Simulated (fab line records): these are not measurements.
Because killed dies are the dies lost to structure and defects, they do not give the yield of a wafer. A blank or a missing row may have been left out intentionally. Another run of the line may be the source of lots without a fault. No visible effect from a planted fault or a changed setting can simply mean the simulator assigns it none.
Which of the tools did it? -- flow berkeleyCmos170 -- 14 lots, 42 wafers sampled, at 3 steps of a route of 331

WHAT THE GAUGES SHOWED, per wafer
UCB170_NLDD_TW_MEAS_11. Usual: NLDD_TW gives 2218 (standard deviation 21).
lot,measured,on,NLDD_TW,flag
L303,day 7 02:16,filmMetro-02,2215 2220 2220,
L302,day 7 02:28,filmMetro-03,2230 2229 2226,
L307,day 8 04:47,filmMetro-02,2225 2216 2220,
L305,day 8 05:53,filmMetro-04,2190 2179 2200,
L310,day 8 20:56,filmMetro-02,2224 2216 2229,
L312,day 9 18:46,filmMetro-02,2462 2469 2463,OFF
L314,day 9 23:48,filmMetro-02,2468 2464 2468,OFF
L315,day 9 23:35,filmMetro-03,2244 2251 2249,
L318,day 10 16:07,filmMetro-04,2188 2180 2190,
L317,day 10 16:44,filmMetro-02,2233 2230 2217,
L323,day 12 08:19,filmMetro-03,2240 2223 2235,
L322,day 12 08:35,filmMetro-02,2218 2221 2228,
L324,day 12 19:42,filmMetro-03,2238 2238 2230,
L325,day 12 19:59,filmMetro-02,2217 2227 2218,

UCB170_SDANNEAL_RS_MEAS_05: measures by four-point-probe. Usual: NLDD_RS gives 616.3 ohm/sq (standard deviation 1.6).
lot,measured,on,NLDD_RS (ohm/sq),flag
L303,day 7 20:13,filmMetro-02,615.7 615.1 614.9,
L302,day 7 18:09,filmMetro-03,615.2 616.6 616.6,
L307,day 8 17:42,filmMetro-04,617.2 617.4 617.9,
L305,day 8 17:55,filmMetro-02,617.1 615.8 616.5,
L310,day 9 10:07,filmMetro-02,614.9 616.4 616.0,
L312,day 10 05:00,filmMetro-04,466.2 465.4 465.7,OFF
L314,day 10 12:07,filmMetro-02,464.9 465.1 463.6,OFF
L315,day 10 12:32,filmMetro-03,614.3 613.8 614.4,
L318,day 11 06:31,filmMetro-04,620.7 620.8 619.5,
L317,day 11 07:14,filmMetro-04,618.3 618.5 616.9,
L323,day 13 02:55,filmMetro-04,617.8 617.7 617.9,
L322,day 13 02:55,filmMetro-03,616.0 614.9 616.4,
L324,day 13 11:06,filmMetro-02,617.2 615.0 617.9,
L325,day 13 10:38,filmMetro-03,614.7 613.9 613.5,

WHAT TOOL EACH LOT RAN ON (gives the tool, then ch and the chambers of the sampled wafers, and finally the start)
lot,UCB170_NLDD_IMPLANT_09
L303,"implanter-03 ch 0, day 7 02:02"
L302,"implanter-04 ch 0, day 7 02:13"
L307,"implanter-01 ch 0, day 8 04:32"
L305,"implanter-04 ch 0, day 8 05:38"
L310,"implanter-01 ch 0, day 8 20:41"
L312,"implanter-01 ch 0, day 9 18:09"
L314,"implanter-03 ch 0, day 9 23:14"
L315,"implanter-01 ch 0, day 9 23:20"
L318,"implanter-03 ch 0, day 10 15:52"
L317,"implanter-01 ch 0, day 10 16:29"
L323,"implanter-04 ch 0, day 12 08:04"
L322,"implanter-01 ch 0, day 12 08:20"
L324,"implanter-04 ch 0, day 12 19:27"
L325,"implanter-01 ch 0, day 12 19:45"
- UCB170_NLDD_IMPLANT_09

AS READ BY THE TOOLS THEMSELVES (means over the sampled wafers that have a number; for cases with no such wafer, the mark the record gives instead)
UCB170_NLDD_IMPLANT_09. Usual: endStationPressureTorr 5.16e-06 Torr, standard deviation 2.7e-07; faradayCurrentUA 159, standard deviation 3.
lot,tool,endStationPressureTorr (Torr),faradayCurrentUA,flag
L303,implanter-03,5.29e-06,159,
L302,implanter-04,5.27e-06,156,
L307,implanter-01,5.12e-06,156,
L305,implanter-04,5.22e-06,159,
L310,implanter-01,5.23e-06,158,
L312,implanter-01,5.26e-06,156,
L314,implanter-03,5.02e-06,158,
L315,implanter-01,5.18e-06,159,
L318,implanter-03,5.06e-06,160,
L317,implanter-01,5.03e-06,161,
L323,implanter-04,4.86e-06,161,
L322,implanter-01,5.22e-06,159,
L324,implanter-04,5.18e-06,159,
L325,implanter-01,5.52e-06,157,

THE ANSWER, worked out from the rows above alone
Rule: a lot is off if the mean of its wafers that have a number lies more than 3 standard deviations from the usual mean. Also off: a lot with no number at a reading for which 4 or more lots have one. The other lots that the step has rows for count as sound. The gauges are gone through in route order, then the tools' own readings, and for those a lot's mean is taken as printed above. The first step at which some lot is off is used, and at that step the reading that is off furthest; a lot without a number counts as furthest.
Off: L312, L314, at UCB170_NLDD_TW_MEAS_11 (NLDD_TW).
If a tool, at a process step before that reading, ran all the lots that are off and no sound lot after the first of them, it fits. Gauges at UCB170_NLDD_TW_MEAS_11: tried the same way as those tools. Of those tried, none fits.

WHAT HAD BEEN PUT IN BY THE SIMULATOR
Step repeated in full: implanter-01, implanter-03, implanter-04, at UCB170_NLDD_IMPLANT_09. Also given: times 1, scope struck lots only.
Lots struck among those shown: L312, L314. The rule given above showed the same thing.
